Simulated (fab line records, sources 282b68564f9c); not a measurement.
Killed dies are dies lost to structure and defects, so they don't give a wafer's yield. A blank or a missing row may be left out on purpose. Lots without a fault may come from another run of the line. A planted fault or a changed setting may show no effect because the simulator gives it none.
A struck lot beside a sound one | flow rit_cmos | 21 steps out of a route of 202
Sound: wafers L424.1, L424.3, L424.5. Struck: wafers L427.2, L427.3, L427.6. The cause comes at the end.
At each step with rows: each side's tool, then ch and its chambers, then its first start. Under that, the readings that differ: sound wafers | struck wafers | difference of the means | sigmas: that difference in standard deviations of wafers without a fault.
alike: readings whose means differ by less than 2 such deviations, and words and numbers that are the same on both sides. not compared: withheld readings, readings that some wafer has no value for, bounds like >300 that may hide the same value, and numbers for which the record gives no deviation and whose values overlap.
The two part at a step that has a row with sigmas, a row that says differs or no value, or rows on one side only. Numbers that don't overlap but have no deviation are shown without sigmas and don't part them. A reading that every wafer of one side lacks parts them only if that side has two wafers or more.

first, 1 step without rows for these wafers: RIT_SILICIDE_WET_ETCH_00 (etches SiO2 in BOE, target depth 14 nm, time 15 s).
RIT_SILICIDE_SPUTTER_01: material Ti, target thk 30 nm, time 234.8 s.
  sound on pvd_sputter-04, day 4 14:46; struck on pvd_sputter-02, day 5 06:16
  alike: throttle_valve_pct
RIT_SILICIDE_RS_MEAS_02: measures by four-point-probe.
  sound on film_metro-03, day 4 14:55; struck on film_metro-03, day 5 06:26
  alike: SILICIDE_TI_RS
RIT_SILICIDE_THK_MEAS_03: measures by xrf.
  sound on film_metro-03, day 4 15:02; struck on film_metro-03, day 5 06:32
  alike: SILICIDE_TI_THK
RIT_SILICIDE_RTA_04: time 10 s, ramp up 5 s, ramp down 5 s.
  sound on rtp_anneal-02 ch 0, day 4 15:05; struck on rtp_anneal-01 ch 0, day 5 06:36
  alike: wafer_temp_C_max
then, 1 step without rows for these wafers: RIT_SILICIDE_WET_ETCH_05 (etches Ti in SPM, time 120 s).
RIT_SILICIDE_RTA_06: time 10 s, ramp up 5 s, ramp down 10 s.
  sound on rtp_anneal-01 ch 0, day 4 15:12; struck on rtp_anneal-02 ch 0, day 5 06:43
  alike: wafer_temp_C_max
RIT_CONTACT_CVD_00: deposits SiO2 from TEOS, target thk 400 nm, time 61 s.
  sound on pecvd-02 ch 0,1, day 4 15:16; struck on pecvd-02 ch 0,1, day 5 06:46
  alike: heater_power_w
RIT_CONTACT_THK_MEAS_01:
  sound on film_metro-03, day 4 15:19; struck on film_metro-01, day 5 06:49
  alike: CONTACT_TEOS_THK
then, 3 steps without rows for these wafers: RIT_CONTACT_HMDS_02 (prime time 60 s); RIT_CONTACT_COAT_03 (resist thk 1000 nm); RIT_CONTACT_SOFTBAKE_04 (time 60 s).
RIT_CONTACT_EXPOSE_05: exposes mask M11, target cd 1000 nm.
  sound on iline_stepper-01 ch 0, day 4 15:57; struck on iline_stepper-01 ch 0, day 5 07:20
  reading              | sound                | struck               | difference | sigmas
  exposure_dose_mJ_cm2 | 249.85 249.80 249.80 | 206.86 206.46 206.80 | -43.11     | -99 or more
  alike: mask
then, 2 steps without rows for these wafers: RIT_CONTACT_PEB_06; RIT_CONTACT_DEVELOP_07 (develop time 120 s).
RIT_CONTACT_CD_MEAS_08: target cd 1000 nm.
  sound on cd_sem-01, day 4 16:28; struck on cd_sem-01, day 5 07:52
  reading    | sound              | struck            | difference | sigmas
  cd_nm (nm) | 998.1 998.4 1000.4 | 946.6 946.6 946.8 | -52.3      | -29
RIT_CONTACT_OVL_MEAS_09:
  sound on overlay-01, day 4 16:35; struck on overlay-01, day 5 07:58
  alike: CONTACT_OVL
then, 1 step without rows for these wafers: RIT_CONTACT_HARDBAKE_10 (time 60 s).
RIT_CONTACT_ETCH_11: etches SiO2 in CHF3/CF4/Ar, stops on TiSi2, target depth 480 nm, time 320 s.
  sound on rie_diel-02 ch 1,2,3, day 4 16:47; struck on rie_diel-02 ch 1,2,3, day 5 08:09
  reading                  | sound             | struck            | difference | sigmas
  model.CONTACT.cd_nm (nm) | 998.4 998.4 999.9 | 946.4 946.5 946.7 | -52.4      |
  alike: drypump_motor_current_A, oes_product_au, throttle_valve_pct
  not compared: rf_hours_counter_h
RIT_CONTACT_STRIP_12: strips in O2, time 180 s.
  sound on plasma_asher-04 ch 0,1, day 4 16:58; struck on plasma_asher-04 ch 0,1, day 5 08:20
  reading             | sound          | struck         | difference | sigmas
  o2_flow_sccm (sccm) | 4046 3989 4015 | 3977 3982 3994 | -32        | -2
  alike: drypump_motor_current_A
  not compared: rf_hours_counter_h
RIT_M1_PROBE_99:
  sound on prober-02, day 4 21:50; struck on prober-01, day 5 13:10
  reading                                    | sound             | struck            | difference | sigmas
  model.etest.contact_to_gate.bv_left_v (V)  | 90.87 88.55 89.49 | 101.4 102.3 104.3 | +13.0      |
  model.etest.contact_to_gate.bv_right_v (V) | 88.48 90.57 88.29 | 102.7 105.6 101.4 | +14.1      |
  alike: killed_at_contacts, killed_at_front_end, killed_dies, killed_open, killed_short

WHERE THEY PART
First at RIT_CONTACT_EXPOSE_05; last, within this record, at RIT_CONTACT_STRIP_12. Later steps at which nothing parts them and some readings are alike: RIT_M1_PROBE_99.

WHY: what the simulator had put in
Process parameter drift: iline_stepper-01, from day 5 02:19 on, at RIT_CONTACT_EXPOSE_05. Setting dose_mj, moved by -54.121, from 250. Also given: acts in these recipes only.
